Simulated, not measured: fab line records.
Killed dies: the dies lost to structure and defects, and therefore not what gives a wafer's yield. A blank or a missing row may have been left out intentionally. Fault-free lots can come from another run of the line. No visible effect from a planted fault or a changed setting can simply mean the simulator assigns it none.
fab line records -- flow ritCmos
record lots=6, wafers=18, lastDay=7
route steps=202 shown PSD@144 SDANNEAL@153 NSD@158 PLDD@159 NLDD@160 M1@202
lots that met no fault: from a run of the same line without faults
startH: hours from the record's first day to the start of the lot's first wafer shown -- waitH: hours from the lot's prior step to this one -- " the same as in the row above -- L1.1+2: several wafers, shown together as one row -- - no value, or no start given -- * or withheld: withheld -- < > ~ a bound
route shown NAME@n: a module of which the file shows steps, and the number in the route of the first -- usual: mean/standard deviation of fault-free wafers -- same: alike in all rows -- chamber/n: place in a boat -- sites: the reading at each site -- _std_site: standard deviation across them -- _edge_site: inner sites' mean taken away from outer sites' mean -- radiusMm: for every site, how far away it sits from the centre of the wafer -- mask NAME#n: copy n -- behind: the most recent tool/chamber to have shaped the wafer -- hold: why the lot was held/for how many hours/how that ended -- device: which transistor (n, p or np) failed to switch -- end of line: the tests these same wafers got at the end of their route -- a step with no rows: only its recipe -- killed: dies that structure and defects cost at the first sort, which is not the same as the wafer's yield -- map: shows each die of a wafer: x if killed, . if not, _ if none is there
set.NAME: the setting the step ran with; set.NAME@STEP: the setting that earlier step ran with -- model.NAME: the simulator's own value behind a step, which no gauge read
certain route steps with their lots: each step a table, each wafer a row
services: from which hour (startH, from the record's first day; less than 0 if before it) a tool's chamber was out of use, for how many hours, and why
## steps
# step RIT_PSD_SOFTBAKE_02
# recipe resist=NOVOLAK, tempC=90, timeS=60
# step RIT_PSD_EXPOSE_03
# recipe maskId=M10, na=0.57, targetCdNm=40900, doseMj=250
# step RIT_PSD_PEB_04
# recipe resist=NOVOLAK, tempC=withheld, timeS=withheld
# step RIT_PSD_DEVELOP_05
# recipe resist=NOVOLAK, developTimeS=50, devTempC=23
# step RIT_PSD_OVL_MEAS_06
# usual PSD_OVL=-0.5/1.4
lot.wafer,tool,chamber,startH,waitH,PSD_OVL[nm]
L153.1,overlay-02,-,73.33,-,1.0
L153.3,overlay-02,-,73.33,-,0.3
L153.4,overlay-02,-,73.33,-,-3.4
L154.3,overlay-02,-,77.85,-,1.1
L154.5,overlay-02,-,77.85,-,-1.2
L154.6,overlay-02,-,77.85,-,-0.6
L157.1,overlay-02,-,93.42,-,-2.0
L157.5,overlay-02,-,93.42,-,-2.7
L157.6,overlay-02,-,93.42,-,-2.2
L159.3,overlay-01,-,102.89,-,-1.8
L159.5,overlay-01,-,102.89,-,-2.7
L159.6,overlay-01,-,102.89,-,-2.7
L168.1,overlay-01,-,147.29,-,-0.7
L168.3,overlay-01,-,147.29,-,-1.5
L168.4,overlay-01,-,147.29,-,-1.6
L170.1,overlay-02,-,155.47,-,-2.5
L170.2,overlay-02,-,155.47,-,0.0
L170.5,overlay-02,-,155.47,-,0.3
# step RIT_PSD_HARDBAKE_07
# recipe resist=NOVOLAK, tempC=140, timeS=60
# step RIT_PSD_IMPLANT_08
# recipe species=BF2, energyKev=27, doseCm2=5e+15, tiltDeg=7
# step RIT_PSD_STRIP_09
# recipe chemistry=O2, timeS=180, resist=NOVOLAK, platenTempC=withheld, powerW=500, pressureMtorr=4000, o2FlowSccm=4000
# usual chamberPressureMTorr=4000/3.7, drypumpMotorCurrentA=5.8/0.33
lot.wafer,tool,chamber,startH,waitH,chamberPressureMTorr,drypumpMotorCurrentA,rfHoursCounterH
L153.1,plasmaAsher-04,1,73.67,0.1,4001,5.5,42
L153.3,plasmaAsher-04,0,73.67,0.1,4003,6.2,-
L153.4,plasmaAsher-04,1,73.67,0.1,4013,5.5,-
L154.3,plasmaAsher-04,1,78.23,0.1,3992,5.5,-
L154.5,plasmaAsher-04,1,78.23,0.1,3998,5.5,-
L154.6,plasmaAsher-04,0,78.23,0.1,4000,6.2,-
L157.1,plasmaAsher-03,0,93.76,0.1,3994,5.9,30
L157.5,plasmaAsher-03,1,93.76,0.1,4001,5.8,-
L157.6,plasmaAsher-03,0,93.76,0.1,4004,5.9,-
L159.3,plasmaAsher-04,1,103.27,0.1,4006,5.5,-
L159.5,plasmaAsher-04,0,103.27,0.1,4001,6.2,-
L159.6,plasmaAsher-04,1,103.27,0.1,3995,5.5,-
L168.1,plasmaAsher-03,0,147.70,0.1,4003,5.9,35
L168.3,plasmaAsher-03,0,147.70,0.1,4005,5.9,-
L168.4,plasmaAsher-03,1,147.70,0.1,4001,5.8,-
L170.1,plasmaAsher-03,1,155.81,0.1,4005,5.8,36
L170.2,plasmaAsher-03,0,155.81,0.1,3998,5.9,36
L170.5,plasmaAsher-03,0,155.81,0.1,3999,6.0,-
# step RIT_PSD_TW_MEAS_10
# usual PSD_TW=3440/28
lot.wafer,tool,chamber,startH,waitH,PSD_TW
L153.1,filmMetro-04,-,73.84,0.1,3428
L153.3,filmMetro-04,-,73.84,0.1,3441
L153.4,filmMetro-04,-,73.84,0.1,3428
L154.3,filmMetro-03,-,78.37,0.1,3454
L154.5,filmMetro-03,-,78.37,0.1,3464
L154.6,filmMetro-03,-,78.37,0.1,3453
L157.1,filmMetro-01,-,93.93,0.1,3415
L157.5,filmMetro-01,-,93.93,0.1,3433
L157.6,filmMetro-01,-,93.93,0.1,3419
L159.3,filmMetro-01,-,103.41,0.1,3412
L159.5,filmMetro-01,-,103.41,0.1,3397
L159.6,filmMetro-01,-,103.41,0.1,3390
L168.1,filmMetro-03,-,147.87,0.1,3458
L168.3,filmMetro-03,-,147.87,0.1,3468
L168.4,filmMetro-03,-,147.87,0.1,3461
L170.1,filmMetro-04,-,155.98,0.1,3469
L170.2,filmMetro-04,-,155.98,0.1,3463
L170.5,filmMetro-04,-,155.98,0.1,3444
# step RIT_SDANNEAL_CLEAN_00
# recipe chemistry=SC1, mix=3:3:50, timeS=600, tempC=75
# step RIT_SDANNEAL_CLEAN_01
# recipe chemistry=dHF, dilution=50:1, timeS=30
# step RIT_SDANNEAL_CLEAN_02
# recipe chemistry=SC2, mix=3:3:50, timeS=600, tempC=75, dry=n2Spin
# step RIT_SDANNEAL_RTA_03
# recipe tempC=1050, timeS=5, idleTempC=600, rampUpCPerS=342, rampDownCPerS=171, coolToC=600, ambient=N2
# usual wafer_temp_C_max=1053.5/1.1
lot.wafer,tool,chamber,startH,waitH,wafer_temp_C_max
L153.1,rtpAnneal-01,0,74.28,0.0,1052.3
L153.3,rtpAnneal-01,0,74.28,0.0,1052.5
L153.4,rtpAnneal-01,0,74.28,0.0,1053.5
L154.3,rtpAnneal-02,0,78.83,0.0,1053.5
L154.5,rtpAnneal-02,0,78.83,0.0,1056.4
L154.6,rtpAnneal-02,0,78.83,0.0,1054.3
L157.1,rtpAnneal-01,0,94.36,0.0,1045.1
L157.5,rtpAnneal-01,0,94.36,0.0,1047.2
L157.6,rtpAnneal-01,0,94.36,0.0,1046.1
L159.3,rtpAnneal-01,0,103.85,0.0,1045.2
L159.5,rtpAnneal-01,0,103.85,0.0,1044.2
L159.6,rtpAnneal-01,0,103.85,0.0,1048.1
L168.1,rtpAnneal-02,0,148.30,0.0,1053.3
L168.3,rtpAnneal-02,0,148.30,0.0,1052.6
L168.4,rtpAnneal-02,0,148.30,0.0,1052.9
L170.1,rtpAnneal-02,0,156.44,0.0,1054.0
L170.2,rtpAnneal-02,0,156.44,0.0,1053.1
L170.5,rtpAnneal-02,0,156.44,0.0,1053.5
# step RIT_SDANNEAL_RS_MEAS_04
# recipe thkMeasGauge=four-point-probe
# usual PSD_RS=115.82/0.29
lot.wafer,tool,chamber,startH,waitH,PSD_RS[ohm/sq]
L153.1,filmMetro-04,-,74.34,0.0,116.23
L153.3,filmMetro-04,-,74.34,0.0,116.03
L153.4,filmMetro-04,-,74.34,0.0,115.28
L154.3,filmMetro-01,-,78.91,0.1,115.71
L154.5,filmMetro-01,-,78.91,0.1,116.07
L154.6,filmMetro-01,-,78.91,0.1,115.67
L157.1,filmMetro-03,-,94.42,0.0,121.67
L157.5,filmMetro-03,-,94.42,0.0,121.66
L157.6,filmMetro-03,-,94.42,0.0,121.50
L159.3,filmMetro-04,-,103.93,0.1,121.23
L159.5,filmMetro-04,-,103.93,0.1,121.64
L159.6,filmMetro-04,-,103.93,0.1,121.66
L168.1,filmMetro-04,-,148.36,0.0,115.28
L168.3,filmMetro-04,-,148.36,0.0,115.31
L168.4,filmMetro-04,-,148.36,0.0,115.23
L170.1,filmMetro-01,-,156.50,0.0,115.77
L170.2,filmMetro-01,-,156.50,0.0,115.90
L170.5,filmMetro-01,-,156.50,0.0,115.63
# step RIT_SDANNEAL_RS_MEAS_05
# recipe thkMeasGauge=four-point-probe
# usual NSD_RS=84.5/0.31
lot.wafer,tool,chamber,startH,waitH,NSD_RS[ohm/sq]
L153.1,filmMetro-04,-,74.46,0.1,84.1
L153.3,filmMetro-04,-,74.46,0.1,84.2
L153.4,filmMetro-04,-,74.46,0.1,84.2
L154.3,filmMetro-01,-,79.03,0.1,84.6
L154.5,filmMetro-01,-,79.03,0.1,84.8
L154.6,filmMetro-01,-,79.03,0.1,84.4
L157.1,filmMetro-03,-,94.54,0.1,85.3
L157.5,filmMetro-03,-,94.54,0.1,85.1
L157.6,filmMetro-03,-,94.54,0.1,85.2
L159.3,filmMetro-04,-,104.05,0.1,84.4
L159.5,filmMetro-04,-,104.05,0.1,84.6
L159.6,filmMetro-04,-,104.05,0.1,84.9
L168.1,filmMetro-04,-,148.48,0.1,84.2
L168.3,filmMetro-04,-,148.48,0.1,84.4
L168.4,filmMetro-04,-,148.48,0.1,84.1
L170.1,filmMetro-01,-,156.62,0.1,84.6
L170.2,filmMetro-01,-,156.62,0.1,84.5
L170.5,filmMetro-01,-,156.62,0.1,84.4
# step RIT_SDANNEAL_RS_MEAS_06
# recipe thkMeasGauge=four-point-probe
# usual PLDD_RS=178.5/0.52
lot.wafer,tool,chamber,startH,waitH,PLDD_RS[ohm/sq]
L153.1,filmMetro-04,-,74.58,0.1,179.2
L153.3,filmMetro-04,-,74.58,0.1,178.8
L153.4,filmMetro-04,-,74.58,0.1,178.1
L154.3,filmMetro-01,-,79.15,0.1,178.8
L154.5,filmMetro-01,-,79.15,0.1,178.4
L154.6,filmMetro-01,-,79.15,0.1,178.5
L157.1,filmMetro-03,-,94.66,0.1,183.1
L157.5,filmMetro-03,-,94.66,0.1,183.1
L157.6,filmMetro-03,-,94.66,0.1,183.8
L159.3,filmMetro-04,-,104.17,0.1,182.9
L159.5,filmMetro-04,-,104.17,0.1,183.9
L159.6,filmMetro-04,-,104.17,0.1,183.9
L168.1,filmMetro-04,-,148.60,0.1,177.5
L168.3,filmMetro-04,-,148.60,0.1,177.7
L168.4,filmMetro-04,-,148.60,0.1,177.1
L170.1,filmMetro-01,-,156.74,0.1,178.6
L170.2,filmMetro-01,-,156.74,0.1,178.9
L170.5,filmMetro-01,-,156.74,0.1,179.0
# step RIT_SDANNEAL_RS_MEAS_07
# recipe thkMeasGauge=four-point-probe
# usual NLDD_RS=151.6/0.6
lot.wafer,tool,chamber,startH,waitH,NLDD_RS[ohm/sq]
L153.1,filmMetro-04,-,74.70,0.1,151.2
L153.3,filmMetro-04,-,74.70,0.1,151.3
L153.4,filmMetro-04,-,74.70,0.1,151.5
L154.3,filmMetro-01,-,79.27,0.1,152.0
L154.5,filmMetro-01,-,79.27,0.1,151.8
L154.6,filmMetro-01,-,79.27,0.1,151.6
L157.1,filmMetro-03,-,94.78,0.1,151.3
L157.5,filmMetro-03,-,94.78,0.1,150.8
L157.6,filmMetro-03,-,94.78,0.1,150.9
L159.3,filmMetro-04,-,104.29,0.1,152.6
L159.5,filmMetro-04,-,104.29,0.1,151.6
L159.6,filmMetro-04,-,104.29,0.1,152.3
L168.1,filmMetro-04,-,148.72,0.1,150.6
L168.3,filmMetro-04,-,148.72,0.1,150.5
L168.4,filmMetro-04,-,148.72,0.1,150.1
L170.1,filmMetro-01,-,156.86,0.1,152.0
L170.2,filmMetro-01,-,156.86,0.1,152.6
L170.5,filmMetro-01,-,156.86,0.1,151.7
# step RIT_M1_PROBE_99
# usual killedAtFrontEnd=7/3.2, killedDies=7/3.2, killedOpen=3.6/2.1, killedShort=3.5/2
# same grossDies=264, killed_at_M0_to_M3=0, killed_at_M4_up=0, killedAtBackSide=0, killedAtContacts=0, killedAtOther=0
lot.wafer,tool,chamber,startH,waitH,killedAtFrontEnd,killedDies,killedOpen,killedShort,model.etest.contactPplus.endOhmUm,model.etest.contactNplus.endOhmUm,model.etest.nmos_0p15.junctionLog10AUm,model.etest.pmos_0p15.junctionLog10AUm,model.etest.vpnp.gain,model.etest.diodePplusComb.cjFfUm2,model.etest.diodePplusNwell.cjFfUm2
L153.1,prober-02,-,81.59,0.1,6,6,4,2,44.95,42.3,-13.6,-13.77,1.016,2.028,1.721
L153.3,prober-02,-,81.69,0.2,7,7,2,5,45.16,42.83,-13.45,-13.82,1.008,2.036,1.75
L153.4,prober-02,-,81.74,0.2,7,7,1,6,44.94,41.25,-13.37,-13.77,1.026,2.041,1.738
L154.3,prober-01,-,86.39,0.2,10,10,4,6,43.86,42.73,-13.5,-13.65,1.053,2.014,1.702
L154.5,prober-01,-,86.49,0.2,3,3,1,2,42.78,41.96,-13.47,-13.8,1.044,2.006,1.706
L154.6,prober-01,-,86.54,0.2,6,6,2,4,44.37,41.5,-13.58,-13.79,1.052,2.011,1.714
L157.1,prober-02,-,101.90,0.1,7,7,5,2,48.44,40.24,-13.27,-13.59,0.9194,1.983,1.677
L157.5,prober-02,-,102.10,0.2,4,4,3,1,46.97,39.54,-13.54,-13.41,0.9201,1.99,1.692
L157.6,prober-02,-,102.15,0.2,2,2,2,0,47.81,40.38,-13.23,-13.77,0.9489,1.979,1.658
L159.3,prober-02,-,111.38,0.2,6,6,3,3,46.14,39.76,-13.26,-13.58,0.991,1.946,1.632
L159.5,prober-02,-,111.48,0.2,8,8,4,4,45.49,40.76,-13.12,-13.69,0.9786,1.942,1.648
L159.6,prober-02,-,111.53,0.2,9,9,1,8,47.63,40.63,-13.35,-13.58,0.9676,1.938,1.646
L168.1,prober-01,-,155.88,0.1,8,8,5,3,42.59,41.77,-13.54,-13.78,1.064,1.988,1.689
L168.3,prober-01,-,155.98,0.2,6,6,3,3,42.6,41.43,-13.38,-13.63,1.056,2,1.707
L168.4,prober-01,-,156.03,0.2,7,7,3,4,43.89,41.05,-13.55,-13.73,1.053,1.998,1.708
L170.1,prober-01,-,163.88,0.1,10,10,7,3,41.04,41.88,-13.46,-13.74,1.118,1.94,1.629
L170.2,prober-01,-,163.93,0.1,9,9,4,5,42.59,40.48,-13.62,-13.85,1.133,1.938,1.642
L170.5,prober-01,-,164.08,0.2,6,6,3,3,41.82,42.6,-13.56,-13.73,1.094,1.927,1.623
# killed by level:class
L153.1 GATE:geometricParticle:short=2 FOX1:geometricParticle:open=1 GATE:geometricParticle:open=1 SPACER:geometricParticle:open=1 SILICIDE:geometricParticle:open=1
L153.3 GATE:geometricParticle:short=4 ACTIVE:geometricParticle:open=1 SILICIDE:geometricParticle:short=1 SILICIDE:geometricParticle:open=1
L153.4 SPACER:geometricParticle:short=4 GATE:geometricParticle:short=2 SPACER:geometricParticle:open=1
L154.3 GATE:geometricParticle:short=4 GATE:geometricParticle:open=2 FOX1:geometricParticle:open=1 REOX:geometricParticle:short=1 SPACER:geometricParticle:short=1 SPACER:geometricParticle:open=1
L154.5 GATE:geometricParticle:short=2 FOX1:geometricParticle:open=1
L154.6 GATE:geometricParticle:open=2 FOX2:geometricParticle:short=1 GATE:geometricParticle:short=1 REOX:geometricParticle:short=1 SPACER:geometricParticle:short=1
L157.1 SPACER:geometricParticle:open=2 FOX2:geometricParticle:open=1 GATE:geometricParticle:open=1 GATE:geometricParticle:short=1 SILICIDE:geometricParticle:open=1 SILICIDE:geometricParticle:short=1
L157.5 FOX1:geometricParticle:open=1 GATE:geometricParticle:open=1 GATE:geometricParticle:short=1 SILICIDE:geometricParticle:open=1
L157.6 GATE:geometricParticle:open=2
L159.3 SILICIDE:geometricParticle:open=2 FOX2:geometricParticle:short=1 GATE:geometricParticle:open=1 GATE:geometricParticle:short=1 SILICIDE:geometricParticle:short=1
L159.5 GATE:geometricParticle:open=4 GATE:geometricParticle:short=2 FOX1:geometricParticle:short=1 FOX2:geometricParticle:short=1
L159.6 GATE:geometricParticle:short=3 SPACER:geometricParticle:short=2 FOX1:geometricParticle:short=1 GATE:geometricParticle:open=1 REOX:geometricParticle:short=1 SILICIDE:geometricParticle:short=1
L168.1 GATE:geometricParticle:open=3 FOX1:geometricParticle:open=1 GATE:geometricParticle:short=1 REOX:geometricParticle:open=1 REOX:geometricParticle:short=1 SILICIDE:geometricParticle:short=1
L168.3 GATE:geometricParticle:open=3 GATE:geometricParticle:short=2 REOX:geometricParticle:short=1
L168.4 GATE:geometricParticle:short=4 FOX1:geometricParticle:open=1 FOX2:geometricParticle:open=1 GATE:geometricParticle:open=1
L170.1 GATE:geometricParticle:open=7 GATE:geometricParticle:short=2 SILICIDE:geometricParticle:short=1
L170.2 FOX1:geometricParticle:short=3 FOX1:geometricParticle:open=1 GATE:geometricParticle:short=1 GATE:geometricParticle:open=1 SPACER:geometricParticle:open=1 SILICIDE:geometricParticle:open=1 SILICIDE:geometricParticle:short=1
L170.5 GATE:geometricParticle:open=2 FOX1:geometricParticle:open=1 GATE:geometricParticle:short=1 REOX:geometricParticle:short=1 SILICIDE:geometricParticle:short=1
## services
tool,chamber,startH,hours,kind
plasmaAsher-04,-,108.75,9.0,pm
plasmaAsher-04,0,108.75,9.0,ventCycle
plasmaAsher-04,1,108.75,9.0,ventCycle
plasmaAsher-03,-,109.64,4.5,repair
plasmaAsher-04,0,117.75,-,clean
plasmaAsher-04,1,117.75,-,clean
plasmaAsher-04,-,135.38,1.3,repair
plasmaAsher-04,-,138.57,1.2,repair
## key
firstSign step=RIT_SDANNEAL_RTA_03, reading=wafer_temp_C_max, direction=down, sigmas=6.8, usual=*, struck=*
effect step=RIT_SDANNEAL_RS_MEAS_04, reading=PSD_RS, direction=up, sigmas=20, usual=115.82, struck=121.56
effect step=RIT_SDANNEAL_RS_MEAS_05, reading=NSD_RS, direction=up, sigmas=1.4, usual=84.5, struck=84.9
effect step=RIT_SDANNEAL_RS_MEAS_06, reading=PLDD_RS, direction=up, sigmas=9.5, usual=178.5, struck=183.5
modelEffect step=RIT_M1_PROBE_99, value=etest.contactPplus.endOhmUm, without=44.51, struck=47.08
metAt RIT_SDANNEAL_RTA_03
struckWafers L157.1,L157.5,L157.6,L159.3,L159.5,L159.6
testerLeftOut L157,L159
onsetBetween 74.28 94.36
fault kind=processParameterDrift, tool=rtpAnneal-01, chamber=-, onsetH=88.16, steps=RIT_SDANNEAL_RTA_03, channel=tempC, offset=*, shape=step, endH=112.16, actsIn=*, stated=*
# testerLeftOut: of these lots the tester's yield and bins aren't shown, on N5 and GAA mostly nor the transistor test; their killed dies are dies lost to structure and defects alone, not to doping, threshold or leakage, so they don't give the yield
